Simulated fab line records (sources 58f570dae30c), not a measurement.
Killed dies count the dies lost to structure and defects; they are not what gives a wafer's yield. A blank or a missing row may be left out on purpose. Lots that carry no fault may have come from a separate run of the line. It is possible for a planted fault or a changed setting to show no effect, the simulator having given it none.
Shared-tool check + flow berkeley-cmos170 + Sampled: 15 lots, 45 wafers

== THE REASON FOR OPENING IT ==
Flagged at UCB170_PSD_CD_MEAS_06: reading cd-nm, on 3 of 15 lots. No-fault wafers: 1200.4 nm, standard deviation 1.4.
Rule: a lot is flagged when every wafer of it that has a number lies more than 4 standard deviations from that mean, or none has a number. The rest of the lots are taken to be sound.

| lot  | measured     | on        | cd-nm (nm), wafer by wafer | flag    |
|------|--------------|-----------|----------------------------|---------|
| L485 | day 7 14:42  | cd-sem-02 | 1198.7 1199.6 1199.4       |         |
| L484 | day 7 15:02  | cd-sem-02 | 1202.7 1200.9 1200.2       |         |
| L486 | day 8 05:10  | cd-sem-02 | 1199.3 1199.9 1199.6       |         |
| L487 | day 8 16:01  | cd-sem-02 | 1201.3 1199.1 1201.4       |         |
| L489 | day 8 16:23  | cd-sem-02 | 1200.4 1201.7 1200.7       |         |
| L490 | day 9 06:05  | cd-sem-01 | 1202.3 1201.0 1200.7       |         |
| L491 | day 9 06:23  | cd-sem-01 | 1201.3 1201.7 1201.2       |         |
| L493 | day 9 15:02  | cd-sem-01 | 1199.7 1200.6 1200.5       |         |
| L492 | day 9 15:23  | cd-sem-01 | 1200.1 1200.0 1201.0       |         |
| L499 | day 10 16:15 | cd-sem-01 | 1200.3 1201.9 1200.7       |         |
| L496 | day 10 16:29 | cd-sem-01 | 1260.5 1257.7 1258.1       | FLAGGED |
| L498 | day 10 16:46 | cd-sem-01 | 1263.2 1264.4 1264.8       | FLAGGED |
| L500 | day 11 18:20 | cd-sem-02 | 1245.7 1243.8 1244.3       | FLAGGED |
| L507 | day 12 11:11 | cd-sem-02 | 1199.1 1198.0 1199.1       |         |
| L506 | day 12 11:32 | cd-sem-01 | 1198.6 1200.1 1199.5       |         |
On average the flagged lots' numbers are 1255.8 nm, which is +55.4 nm against the usual, or +40 standard deviations.

== WHICH TOOL EACH LOT WENT THROUGH ==
The record holds 1 process step before the reading, out of a route of 331 steps. Cell contents, in order: the tool; ch with the chambers the sampled wafers went through; the start.
| lot  | flag    | UCB170_PSD_PEB_04                 |
|------|---------|-----------------------------------|
| L485 |         | litho-track-03 ch 0, day 7 14:25  |
| L484 |         | litho-track-03 ch 0, day 7 14:40  |
| L486 |         | litho-track-03 ch 0, day 8 04:54  |
| L487 |         | litho-track-04 ch 0, day 8 15:44  |
| L489 |         | litho-track-04 ch 0, day 8 16:06  |
| L490 |         | litho-track-01 ch 0, day 9 05:49  |
| L491 |         | litho-track-03 ch 0, day 9 06:02  |
| L493 |         | litho-track-04 ch 0, day 9 14:40  |
| L492 |         | litho-track-01 ch 0, day 9 14:56  |
| L499 |         | litho-track-03 ch 0, day 10 15:59 |
| L496 | FLAGGED | litho-track-04 ch 0, day 10 16:13 |
| L498 | FLAGGED | litho-track-04 ch 0, day 10 16:30 |
| L500 | FLAGGED | litho-track-04 ch 0, day 11 18:04 |
| L507 |         | litho-track-03 ch 0, day 12 10:54 |
| L506 |         | litho-track-03 ch 0, day 12 11:15 |
What these steps do:
- UCB170_PSD_PEB_04
- UCB170_PSD_CD_MEAS_06: target cd 1200 nm.

== FLAGGED OVER TOTAL, TOOL BY TOOL (the gauges that took the reading come last) ==
| step                  | tool           | lots run | flagged | share of the flagged lots | sound lots run after its first flagged lot |
|-----------------------|----------------|----------|---------|---------------------------|--------------------------------------------|
| UCB170_PSD_PEB_04     | litho-track-01 | 2        | 0       | none                      | -                                          |
| UCB170_PSD_PEB_04     | litho-track-03 | 7        | 0       | none                      | -                                          |
| UCB170_PSD_PEB_04     | litho-track-04 | 6        | 3       | all                       | 0                                          |
| UCB170_PSD_CD_MEAS_06 | cd-sem-01      | 8        | 2       | some                      | 1 (L506)                                   |
| UCB170_PSD_CD_MEAS_06 | cd-sem-02      | 7        | 1       | some                      | 1 (L507)                                   |

== WHAT THE TABLE ALLOWS ==
Rows of the table that ran each flagged lot: 1, that is litho-track-04 at UCB170_PSD_PEB_04.
- litho-track-04 at UCB170_PSD_PEB_04 ran 6 lots, 3 of them flagged. Its last sound lot is L493 (day 9 14:40), its first flagged lot L496 (day 10 16:13): a fault that began between those two fits. Its own readings (heater-power-total-W, plate-temp-C) fall more than 4 standard deviations out on all wafers of the flagged lots.
Left over: one tool, litho-track-04 at UCB170_PSD_PEB_04.

== WHAT THE SIMULATOR HAD PUT IN ==
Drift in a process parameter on litho-track-04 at UCB170_PSD_PEB_04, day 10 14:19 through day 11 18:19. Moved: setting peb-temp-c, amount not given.
Shown lots that were struck: L496, L498, L500. This agrees with what the rule above found.
